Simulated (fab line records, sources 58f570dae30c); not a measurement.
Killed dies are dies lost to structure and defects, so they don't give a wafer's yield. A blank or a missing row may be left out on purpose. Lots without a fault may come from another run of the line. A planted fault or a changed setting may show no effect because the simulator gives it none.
A struck lot beside a sound one | flow berkeley_cmos170 | 17 steps out of a route of 331
Sound: wafers L848.3, L848.4, L848.5. Struck: wafers L857.1, L857.4, L857.5. The cause comes at the end.
At each step with rows: each side's tool, then ch and its chambers, then its first start. Under that, the readings that differ: sound wafers | struck wafers | difference of the means | sigmas: that difference in standard deviations of wafers without a fault.
alike: readings whose means differ by less than 2 such deviations, and words and numbers that are the same on both sides. not compared: withheld readings, readings that some wafer has no value for, bounds like >300 that may hide the same value, and numbers for which the record gives no deviation and whose values overlap.
The two part at a step that has a row with sigmas, a row that says differs or no value, or rows on one side only. Numbers that don't overlap but have no deviation are shown without sigmas and don't part them. A reading that every wafer of one side lacks parts them only if that side has two wafers or more.

UCB170_ACTIVE_OVL_MEAS_14:
  sound on overlay-01, day 5 18:44; struck on overlay-01, day 7 14:31
  alike: ACTIVE_OVL
UCB170_ACTIVE_ETCH_15: etches Si3N4 in CH3F/Ar/O2, stops on SiO2, target depth 242 nm, time 151 s.
  sound on rie_diel-03 ch 0,3, day 5 18:46; struck on rie_diel-01 ch 0,1,2, day 7 14:33
  alike: drypump_motor_current_A, oes_product_au, rf_fwd_power_W, throttle_valve_pct
  not compared: rf_hours_counter_h
UCB170_ACTIVE_STRIP_16: strips in O2.
  sound on plasma_asher-02 ch 0,1, day 5 18:53; struck on plasma_asher-03 ch 0,1, day 7 14:39
  alike: drypump_motor_current_A, oes_product_au, strip_time_to_endpoint_s
  not compared: rf_hours_counter_h
UCB170_ACTIVE_CD_MEAS_90: target cd 1200 nm.
  sound on cd_sem-01, day 5 19:00; struck on cd_sem-02, day 7 14:45
  alike: cd_nm
then, 7 steps without rows for these wafers: UCB170_ACTIVE_CLEAN_17 (cleans in SPM, time 600 s); UCB170_PFIELD_HMDS_00 (prime time 60 s); UCB170_PFIELD_COAT_01 (resist thk 900 nm); UCB170_PFIELD_SOFTBAKE_02 (time 60 s); UCB170_PFIELD_EXPOSE_03 (exposes mask PFIELD, target cd 1500 nm); UCB170_PFIELD_PEB_04; UCB170_PFIELD_DEVELOP_05 (develop time 45 s).
UCB170_PFIELD_OVL_MEAS_06:
  sound on overlay-02, day 5 20:46; struck on overlay-01, day 7 16:12
  reading         | sound    | struck | difference | sigmas
  PFIELD_OVL (nm) | -6 -4 -3 | 5 9 6  | +11        | +2
UCB170_PFIELD_IMPLANT_07:
  sound on implanter-03 ch 0, day 5 20:50; struck on implanter-04 ch 0, day 7 16:14
  reading                   | sound             | struck            | difference | sigmas
  implant_ion_amu           | 11 11 11          | 49 49 49          | +38        |
  model.implant.rp_nm (nm)  | 258.2 258.2 258.2 | 59.4 59.4 59.4    | -198.8     |
  model.implant.drp_nm (nm) | 74.86 74.86 74.86 | 26.26 26.26 26.26 | -48.60     |
UCB170_PFIELD_STRIP_08: strips in O2.
  sound on plasma_asher-03 ch 0,1, day 5 20:58; struck on plasma_asher-03 ch 1, day 7 16:23
  alike: drypump_motor_current_A, oes_product_au, strip_time_to_endpoint_s
  not compared: rf_hours_counter_h
UCB170_PFIELD_TW_MEAS_09:
  sound on film_metro-04, day 5 21:04; struck on film_metro-04, day 7 16:29
  reading   | sound       | struck         | difference | sigmas
  PFIELD_TW | 605 601 608 | 1066 1062 1070 | +461       | +80
then, 2 steps without rows for these wafers: UCB170_FIELD_CLEAN_00 (cleans in dHF, time 7.5 s); UCB170_M3_PROBE_99.

WHERE THEY PART
First at UCB170_PFIELD_OVL_MEAS_06; last, within this record, at UCB170_PFIELD_TW_MEAS_09.

WHY: what the simulator had put in
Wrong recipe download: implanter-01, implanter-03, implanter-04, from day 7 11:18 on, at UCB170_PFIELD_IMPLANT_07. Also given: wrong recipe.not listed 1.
